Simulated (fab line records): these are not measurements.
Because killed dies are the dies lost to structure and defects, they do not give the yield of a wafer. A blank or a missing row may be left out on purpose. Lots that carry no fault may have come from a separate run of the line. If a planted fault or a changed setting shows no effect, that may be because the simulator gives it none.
A single fault, viewed from 2 desks :: flow ritCmos :: every desk sees just its own numbers, and what lay behind them comes last

== AT THE METROLOGY DESK ==
What the gauges read, lot by lot, whatever tool the lot ran on: means of the sampled wafers that have a number. A lot is out of limits, marked OUT, if its mean lies more than 4 standard deviations from the usual mean; the brackets give that distance.
Columns: A = NWELL_OVL at RIT_NWELL_OVL_MEAS_06, usual -1.2 nm; B = PWELL_RS at RIT_WELLDRIVE_RS_MEAS_02, usual 429.7 ohm/sq; C = PSD_RS at RIT_SDANNEAL_RS_MEAS_04, usual 115.95 ohm/sq; D = PLDD_RS at RIT_SDANNEAL_RS_MEAS_06, usual 178.6 ohm/sq
lot: L239
first seen here: day 2 01:25
A: -1.1
B: 429.6
C: 115.96
D: 178.3

lot: L240
first seen here: day 2 06:09
A: 0.6
B: 429.2
C: 115.87
D: 178.3

lot: L241
first seen here: day 2 12:19
A: -2.0
B: 430.2
C: 116.33
D: 179.0

lot: L242
first seen here: day 2 17:40
A: -1.8
B: 429.2
C: 116.06
D: 178.8

lot: L243
first seen here: day 2 21:23
A: -0.1
B: 430.6
C: 115.66
D: 178.6

lot: L244
first seen here: day 3 02:28
A: -1.3
B: 427.9
C: 116.32
D: 178.5

lot: L246
first seen here: day 3 13:40
A: -2.4
B: 428.0
C: 116.01
D: 179.3

lot: L247
first seen here: day 3 17:37
A: -2.1
B: 429.4
C: 121.80 (+22) OUT
D: 184.5 (+13) OUT

lot: L249
first seen here: day 4 03:25
A: -0.8
B: 430.2
C: 121.65 (+22) OUT
D: 183.9 (+11) OUT

lot: L252
first seen here: day 4 18:25
A: -0.7
B: 428.8
C: 115.99
D: 178.4

lot: L254
first seen here: day 5 04:51
A: -0.9
B: 429.7
C: 115.99
D: 178.5

lot: L257
first seen here: day 5 20:59
A: -4.2
B: 430.0
C: 116.01
D: 179.2

lot: L259
first seen here: day 6 07:07
A: -0.7
B: 429.3
C: 115.88
D: 178.6

lot: L261
first seen here: day 6 20:16
A: -0.9
B: 428.5
C: 115.95
D: 178.9
This desk's result: L247, L249 out of limits, first on L247 (PSD_RS at RIT_SDANNEAL_RS_MEAS_04), day 4 22:02. L239, L240, L241, L242, L243, L244, L246, L252, L254, L257, L259, L261: within limits.

== FOR THE TOOL OWNER'S DESK: rtpAnneal-01 ==
Per lot that ran on this tool, the mean of the sampled wafers carrying a number, from the tool's own readings at RIT_SDANNEAL_RTA_03 (time 5 s). A lot is out of limits, marked OUT, if its mean lies more than 4 standard deviations from the usual mean; the brackets give that distance.
Columns: A = wafer_temp_C_max at RIT_SDANNEAL_RTA_03, usual 1053.5
lot: L239
first seen here: day 3 07:02
A: 1053.7

lot: L241
first seen here: day 3 17:49
A: 1052.7

lot: L243
first seen here: day 4 03:11
A: 1054.5

lot: L247
first seen here: day 4 21:59
A: 1045.7 (-7.1) OUT

lot: L249
first seen here: day 5 10:40
A: 1044.4 (-8.2) OUT
This desk's verdict: out of limits on L247, L249, starting with L247 at day 4 21:59 (wafer_temp_C_max at RIT_SDANNEAL_RTA_03). L239, L241, L243: within limits.

== TAKEN TOGETHER ==
The tool owner's desk could have raised an alarm at day 4 21:59, on L247, L249.
Metrology desk: alarm possible at day 4 22:02 on L247, L249.
All the named lots went through RIT_SDANNEAL_RTA_03 on rtpAnneal-01.

== WHAT THE SIMULATOR HAD PUT IN ==
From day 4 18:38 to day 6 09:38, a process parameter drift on rtpAnneal-01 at RIT_SDANNEAL_RTA_03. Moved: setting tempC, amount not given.
Shown lots that were struck: L247, L249.
Fault start to first reading out of limits, in hours, per desk: tool owner, 3; metrology, 3.
